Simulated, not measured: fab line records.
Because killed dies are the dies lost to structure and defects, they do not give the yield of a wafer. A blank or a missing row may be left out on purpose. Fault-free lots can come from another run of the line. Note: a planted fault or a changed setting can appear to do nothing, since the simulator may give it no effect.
A struck lot beside a sound one / flow ritCmos / 15 steps out of a route of 202
Sound: wafers L431.2, L431.5, L431.6. Struck: wafers L436.3, L436.5, L436.6. Last of all comes the cause.
Order at every step that has rows: each side's tool, ch and its chambers, its first start. Under that, the readings that differ: sound wafers / struck wafers / difference of the means / sigmas: that difference in standard deviations of wafers without a fault.
alike: readings with means less than 2 such deviations apart, plus words and numbers identical on both sides. not compared: withheld readings, readings lacking a value on some wafer, bounds such as >300 that could conceal the same value, and numbers that have no deviation in the record and whose values overlap.
A row with sigmas, a row that says differs or no value, or rows on one side alone: a step with any of these is where the two part. Numbers that have no deviation but don't overlap get no sigmas and don't part them. A reading missing from all wafers of one side parts the sides only when that side holds two or more wafers.

first, 1 step without rows for these wafers: RIT_PLDD_IMPLANT_08.
RIT_PLDD_STRIP_09: strips in O2, time 180 s.
  sound on plasmaAsher-03 ch 0,1, day 3 00:17; struck on plasmaAsher-02 ch 0,1, day 4 06:52
reading=drypumpMotorCurrentA (A); sound=6.8 6.8 6.3; struck=5.6 5.9 5.6; difference=-0.9; sigmas=-3
  not compared: rfHoursCounterH
RIT_PLDD_TW_MEAS_10:
  struck on filmMetro-01, day 4 07:00; sound on filmMetro-01, day 3 00:28
  alike: PLDD_TW
then, 4 steps without rows for these wafers: RIT_SPACER_CLEAN_00 (cleans in SC1, time 600 s); RIT_SPACER_CLEAN_01 (cleans in dHF, time 30 s); RIT_SPACER_CLEAN_02 (cleans in SC2, time 600 s); RIT_SPACER_CVD_03 (deposits Si3N4 from SiH2Cl2/NH3, target thk 250 nm, time 3300 s).
RIT_SPACER_THK_MEAS_04:
  struck on filmMetro-02, day 4 10:05; sound on filmMetro-02, day 3 02:49
  alike: SPACER_NITRIDE_THK
RIT_SPACER_ETCHBACK_05: etches Si3N4 in SF6/CHF3, stops on SiO2, target depth 250 nm, time 240 s.
  sound on rieDiel-01 ch 0,3, day 3 02:52; struck on rieDiel-02 ch 1,2,3, day 4 10:08
  alike: drypumpMotorCurrentA, oesProductAu, throttleValvePct
  not compared: rfHoursCounterH
then, 3 steps without rows for these wafers: RIT_NSD_HMDS_00 (prime time 60 s); RIT_NSD_COAT_01 (resist thk 1000 nm); RIT_NSD_SOFTBAKE_02 (time 60 s).
RIT_NSD_EXPOSE_03: exposes mask M9, target cd 40700 nm.
  sound on ilineStepper-02 ch 0, day 3 03:36; struck on ilineStepper-02 ch 0, day 4 10:46
reading=model.NSD.overlayXNm (nm); sound=0.2923 0.2923 0.2923; struck=2.217 2.217 2.217; difference=+1.925; sigmas=
  alike: mask
next, for these wafers, 1 step has no rows: RIT_NSD_PEB_04.
RIT_M1_PROBE_99:
  record: rows for the struck wafers here (prober-01, day 4 21:24), none for the sound ones

== WHERE THEY PART ==
At RIT_PLDD_STRIP_09 first; at RIT_M1_PROBE_99 last (within this record only).

WHY: what the simulator had put in
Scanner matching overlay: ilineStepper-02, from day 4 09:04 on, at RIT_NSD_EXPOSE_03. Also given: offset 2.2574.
